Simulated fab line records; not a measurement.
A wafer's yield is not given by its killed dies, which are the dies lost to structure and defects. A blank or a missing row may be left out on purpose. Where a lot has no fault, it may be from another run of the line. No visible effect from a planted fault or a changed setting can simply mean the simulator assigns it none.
A struck lot beside a sound one | flow berkeley-cmos170 | 38 steps out of a route of 331
Sound: the wafers L762.3, L762.4, L762.5. Struck: wafers L770.2, L770.5, L770.6. At the end, the cause is stated.
For every step that has rows: the tool of each side, followed by ch and its chambers, followed by its first start. Under that, the readings that differ: sound wafers | struck wafers | difference of the means | sigmas: that difference in standard deviations of wafers without a fault.
alike: words and numbers the same on both sides, and readings whose means are apart by under 2 such deviations; not compared: readings that were withheld, readings missing a value for some wafer, numbers with overlapping values and no deviation given by the record, and bounds like >300 which may hide the same value.
The two part at a step that has a row with sigmas, a row that says differs or no value, or rows on one side only. Numbers that don't overlap but have no deviation are shown without sigmas and don't part them. A reading missing from all wafers of one side parts the sides only when that side holds two or more wafers.

UCB170_SPACER_CVD_00: deposits SiO2 from TEOS/O2, target thk 376 nm, time 47 s.
  sound on pecvd-04 ch 0,1,2, day 6 20:11; struck on pecvd-01 ch 0,2, day 8 08:10
  alike: heater-power-w, susceptor-temp-C
  not compared: since-wet-clean-h
UCB170_SPACER_THK_MEAS_01:
  sound on film-metro-04, day 6 20:14; struck on film-metro-04, day 8 08:13
  alike: SPACER_TEOS_THK
then, 1 step without rows for these wafers: UCB170_SPACER_ANNEAL_02 (time 1800 s).
UCB170_SPACER_ETCHBACK_03: etches SiO2 in CHF3/CF4/Ar, stops on Si, target depth 376 nm, time 100 s.
  sound on rie-diel-03 ch 1,2, day 6 23:05; struck on rie-diel-01 ch 0,2,3, day 8 17:04
  alike: chamber-pressure-mTorr, drypump-motor-current-A, oes-product-au, throttle-valve-pct
  not compared: rf-hours-counter-h
then, 6 steps without rows for these wafers: UCB170_PSD_HMDS_00 (prime time 60 s); UCB170_PSD_COAT_01 (resist thk 900 nm); UCB170_PSD_SOFTBAKE_02 (time 60 s); UCB170_PSD_EXPOSE_03 (exposes mask PSELECT MOD, target cd 1200 nm); UCB170_PSD_PEB_04; UCB170_PSD_DEVELOP_05 (develop time 45 s).
UCB170_PSD_CD_MEAS_06: the cd target is 1200 nm.
  sound on cd-sem-02, day 7 01:11; struck on cd-sem-02, day 8 18:19
  alike: cd-nm
UCB170_PSD_OVL_MEAS_07:
  sound on overlay-01, day 7 01:17; struck on overlay-02, day 8 18:26
  alike: PSD_OVL
UCB170_PSD_IMPLANT_08:
  sound on implanter-02 ch 0, day 7 01:22; struck on implanter-01 ch 0, day 8 18:56
  alike: beam-on-s
UCB170_PSD_STRIP_09: strips in O2.
  sound on plasma-asher-01 ch 0,1, day 7 01:29; struck on plasma-asher-04 ch 0,1, day 8 19:10
  reading                      | sound             | struck            | difference | sigmas
  oes-product-au (a.u.)        | 0.610 0.600 0.598 | 0.522 0.522 0.518 | -0.082     | -17
  strip-time-to-endpoint-s (s) | 29.43 29.54 29.36 | 37.49 37.50 37.52 | +8.06      | +99 or more
  alike: chamber-pressure-mTorr, drypump-motor-current-A
  not compared: rf-hours-counter-h
UCB170_PSD_TW_MEAS_10:
  sound on film-metro-01, day 7 01:35; struck on film-metro-03, day 8 19:16
  reading | sound          | struck         | difference | sigmas
  PSD_TW  | 2331 2346 2346 | 2808 2831 2839 | +485       | +27
then, 7 steps without rows for these wafers: UCB170_PSD_CLEAN_11 (cleans in SPM, time 600 s); UCB170_NSD_HMDS_00 (prime time 60 s); UCB170_NSD_COAT_01 (resist thk 900 nm); UCB170_NSD_SOFTBAKE_02 (time 60 s); UCB170_NSD_EXPOSE_03 (exposes mask NSELECT MOD, target cd 1200 nm); UCB170_NSD_PEB_04; UCB170_NSD_DEVELOP_05 (develop time 45 s).
UCB170_NSD_CD_MEAS_06: the cd target is 1200 nm.
  sound on cd-sem-02, day 7 03:11; struck on cd-sem-02, day 8 21:01
  alike: cd-nm
UCB170_NSD_OVL_MEAS_07:
  sound on overlay-01, day 7 03:17; struck on overlay-01, day 8 21:08
  alike: NSD_OVL
after that, 1 step had no rows for these wafers: UCB170_NSD_IMPLANT_08.
UCB170_NSD_STRIP_09: strips in O2.
  sound on plasma-asher-01 ch 0,1, day 7 03:29; struck on plasma-asher-03 ch 0,1, day 8 21:19
  alike: chamber-pressure-mTorr, drypump-motor-current-A, oes-product-au, strip-time-to-endpoint-s
  not compared: rf-hours-counter-h
UCB170_NSD_TW_MEAS_10:
  sound on film-metro-03, day 7 03:34; struck on film-metro-01, day 8 21:25
  alike: NSD_TW
then, 4 steps without rows for these wafers: UCB170_NSD_CLEAN_11 (cleans in SPM, time 600 s); UCB170_BACKSIDE_HMDS_00 (prime time 60 s); UCB170_BACKSIDE_COAT_01 (resist thk 900 nm); UCB170_BACKSIDE_SOFTBAKE_02 (time 60 s).
UCB170_BACKSIDE_STRIP_03: strips in O2.
  sound on plasma-asher-04 ch 0,1, day 7 04:43; struck on plasma-asher-04 ch 0,1, day 8 22:10
  reading                      | sound             | struck            | difference | sigmas
  strip-time-to-endpoint-s (s) | 21.84 21.85 21.93 | 22.08 22.09 22.11 | +0.22      | +3
  alike: chamber-pressure-mTorr, drypump-motor-current-A, oes-product-au
  not compared: rf-hours-counter-h
then, 1 step without rows for these wafers: UCB170_BACKSIDE_CLEAN_04 (cleans in SPM, time 600 s).
UCB170_SDANNEAL_RTA_00: time 10 s.
  sound on rtp-anneal-01 ch 0, day 7 05:04; struck on rtp-anneal-01 ch 0, day 8 22:37
  alike: anneal-temp-c-max, lamp-power-pct, wafer_temp_C_max
then, 1 step without rows for these wafers: UCB170_SDANNEAL_RTA_01 (time 5 s).
UCB170_SDANNEAL_RS_MEAS_02: the measuring method here is four-point-probe.
  sound on film-metro-03, day 7 05:12; struck on film-metro-03, day 8 22:50
  reading         | sound          | struck         | difference | sigmas
  PSD_RS (ohm/sq) | 76.1 75.5 75.9 | 53.8 53.7 53.8 | -22.1      | -74
UCB170_SDANNEAL_RS_MEAS_03: the measuring method here is four-point-probe.
  sound on film-metro-03, day 7 05:19; struck on film-metro-03, day 8 22:57
  alike: NSD_RS
UCB170_M3_PROBE_99:
  record: rows for the struck wafers here (prober-02, day 9 21:23), none for the sound ones

== WHERE THEY PART ==
First at UCB170_PSD_STRIP_09; last, within this record, at UCB170_M3_PROBE_99.

WHY: what had been put in by the simulator
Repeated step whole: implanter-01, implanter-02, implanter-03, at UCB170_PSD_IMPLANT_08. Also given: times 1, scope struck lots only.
